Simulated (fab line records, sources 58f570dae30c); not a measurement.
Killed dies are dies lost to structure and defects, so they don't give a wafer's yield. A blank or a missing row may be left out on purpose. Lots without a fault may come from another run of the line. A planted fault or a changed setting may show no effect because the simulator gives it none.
Chamber matching | flow berkeley_cmos170 | UCB170_V2_CMP_02 on cmp-02: 4 sister chambers
The step polishes SiO2. 8 wafers are shown with their chamber, then 7 later ones without.

WAFERS WITH THEIR CHAMBER
wafer  | chamber | motor_current_A (A) | edge_zone_pressure_frac
L542.1 | 2       | 13.5                | 0.987
L542.2 | 0       | 13.9                | 0.999
L542.4 | 1       | 17.0                | 1.010
L552.2 | 2       | 14.5                | 0.998
L552.3 | 3       | 15.4                | 0.994
L552.6 | 1       | 17.7                | 1.002
L551.2 | 0       | 14.5                | 0.998
L551.4 | 3       | 15.3                | 0.998

WAFERS WITHOUT THEIR CHAMBER
wafer  | motor_current_A (A) | edge_zone_pressure_frac
L551.5 | 17.1                | 1.004
L554.2 | 14.7                | 0.999
L554.5 | 18.5                | 1.010
L554.6 | 13.9                | 0.990
L553.1 | 14.0                | 1.005
L553.2 | 14.0                | 0.998
L553.5 | 15.0                | 1.002

WHICH CHAMBER EACH WENT THROUGH
wafer  | from the rows above          | in truth
L551.5 | 1                            | 1
L554.2 | can't be placed: 0 or 3 or 2 | 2
L554.5 | 1                            | 1
L554.6 | can't be placed: 2 or 0      | 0
L553.1 | can't be placed: 0 or 2 or 3 | 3
L553.2 | can't be placed: 0 or 2      | 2
L553.5 | can't be placed: 3 or 0 or 2 | 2
Placed correctly: 2 of 7. Can't be placed from these rows: 5 (the true chamber is among the candidates in 5). Placed wrongly: 0.
How it was worked out, from the rows above alone: a wafer's distance from a chamber is the root of the sum, over the readings, of the square of ((its reading less the chamber's mean) divided by the reading's scatter). The wafer belongs to the nearest chamber; if the next one is less than 2 further off, it can't be placed. A chamber's mean is the mean of its shown wafers. The scatter: the root of (the sum of the squares of (reading less its chamber's mean) over the shown wafers, divided by (wafers less chambers)).
